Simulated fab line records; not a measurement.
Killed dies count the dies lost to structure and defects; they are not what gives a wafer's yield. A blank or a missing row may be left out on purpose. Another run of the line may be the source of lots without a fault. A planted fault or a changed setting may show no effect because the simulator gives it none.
Matching of chambers + flow berkeley_cmos170 + UCB170_V1_CVD_00 on pecvd-02: 3 sister chambers
The step deposits SiO2 from TEOS/O2, target thk 2000 nm, time 250 s. 6 wafers are shown with their chamber, then 7 later ones without.

WAFERS WITH THEIR CHAMBER
| wafer  | chamber | heater_power_w (W) | pressure_mtorr (mTorr) |
|--------|---------|--------------------|------------------------|
| L893.3 | 1       | 285                | 8995                   |
| L896.1 | 1       | 310                | 8996                   |
| L897.5 | 0       | 202                | 9008                   |
| L900.2 | 0       | 241                | 8996                   |
| L901.1 | 2       | 284                | 9007                   |
| L901.5 | 2       | 206                | 9002                   |

WAFERS WHOSE CHAMBER IS MISSING
| wafer  | heater_power_w (W) | pressure_mtorr (mTorr) |
|--------|--------------------|------------------------|
| L901.6 | 213                | 8977                   |
| L907.3 | 228                | 8977                   |
| L907.4 | 290                | 8991                   |
| L907.6 | 278                | 9005                   |
| L914.2 | 272                | 8990                   |
| L914.4 | 212                | 8984                   |
| L914.6 | 208                | 8980                   |

THE CHAMBER EACH PASSED THROUGH
| wafer  | from the rows above          | in truth |
|--------|------------------------------|----------|
| L901.6 | can't be placed: 1 or 0 or 2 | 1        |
| L907.3 | can't be placed: 1 or 0 or 2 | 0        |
| L907.4 | can't be placed: 1 or 0 or 2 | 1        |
| L907.6 | can't be placed: 2 or 0 or 1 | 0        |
| L914.2 | can't be placed: 1 or 0 or 2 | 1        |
| L914.4 | can't be placed: 1 or 0 or 2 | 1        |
| L914.6 | can't be placed: 1 or 0 or 2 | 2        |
Correct placement for 0 of the 7. These rows do not allow placing 7 (true chamber among the candidates in 7). Number placed wrongly: 0.
How it was worked out, from the rows above alone: a wafer's distance from a chamber is the root of the sum, over the readings, of the square of ((its reading less the chamber's mean) divided by the reading's scatter). The wafer belongs to the nearest chamber; if the next one is less than 2 further off, it can't be placed. The mean given for a chamber averages the wafers shown for that chamber. The scatter: the root of (the sum of the squares of (reading less its chamber's mean) over the shown wafers, divided by (wafers less chambers)).
